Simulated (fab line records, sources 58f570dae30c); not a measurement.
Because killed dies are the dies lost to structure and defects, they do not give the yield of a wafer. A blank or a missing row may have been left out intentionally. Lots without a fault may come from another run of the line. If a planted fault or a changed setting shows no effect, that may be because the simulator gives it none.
Problem report in the 8D (eight disciplines) form, filled by code || flow berkeleyCmos170 || the parts of the form that need people (team, actions taken, sign-off) are left out

== 1. PROBLEM STATEMENT ==
Mean of oesProductAu at UCB170_CONTACT_STRIP_19: 0.669 a.u. across 6 wafers in 2 lots; on wafers with no fault it is 0.726 a.u. (standard deviation 0.005). That is -11 standard deviations from the usual mean.
The step: strips in O2.
Seen first at day 9 02:22 on plasmaAsher-03, wafer L150.1. The record has a number at this step for 42 wafers belonging to 14 lots. By rule, "out" or "out of limits" means more than 4 standard deviations away from the usual mean. All remaining wafers that have a number are taken as sound.

== 2. WHAT THIS IS AND IS NOT ==
{"question": "which readings at this step", "is": "oesProductAu", "is not": "drypumpMotorCurrentA"}
{"question": "which lots", "is": "L150, L155", "is not": "L141, L142, L143, L144, L146, L147, L152, L157, L159, L161, L163, L164"}
{"question": "which wafers of those lots", "is": "all that have a number", "is not": "-"}
{"question": "read on which tools", "is": "plasmaAsher-03", "is not": "plasmaAsher-02, plasmaAsher-04"}
{"question": "when", "is": "from day 9 02:22", "is not": "up to then (18 sound wafers); but 18 sound wafers of L152, L157, L159, L161, L163, L164 came after"}

== 3. SUSPECTS, AND WHAT RULES EACH OUT ==
Counting: a tool stays on the suspect list if, at a process step up to the reading, it processed all lots that are out and no sound lot following the first of them.
- plasmaAsher-03 at UCB170_CONTACT_STRIP_19 (strips in O2): kept. All lots that are out passed through it, beginning with L150 at day 9 02:22, and no sound lot followed; its final sound lot before that point was L147 at day 8 16:44. Out on those wafers are its own readings of oesProductAu.
Left after counting: plasmaAsher-03 at UCB170_CONTACT_STRIP_19.

== 4. THE CAUSE (what the simulator had put in) ==
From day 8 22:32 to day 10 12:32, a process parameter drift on plasmaAsher-03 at UCB170_CONTACT_STRIP_19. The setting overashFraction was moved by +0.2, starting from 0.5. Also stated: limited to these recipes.
After counting, this tool was the only one left.

== 5. THE CHAIN OF EFFECTS, in route order ==
Each row: a reading whose mean over the struck wafers that have a number lies more than 3 standard deviations from the usual. Only readings whose record carries a usual standard deviation are examined. hours: median over the lots of the time between each lot's start at the first step of this table that gives one and its start at this step. sigmas: the change, counted in usual standard deviations.
{"hours": 0, "step": "UCB170_CONTACT_STRIP_19", "reading": "oesProductAu", "usual": "0.726 a.u.", "on struck wafers": 0.669, "change": -0.057, "sigmas": -11}
It contains these process steps:
- UCB170_CONTACT_STRIP_19: strips in O2.

== 6. WHAT WOULD HAVE CAUGHT IT SOONER ==
First out-of-limits reading in this record: day 9 02:22, which is 4 hours after fault onset at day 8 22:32.
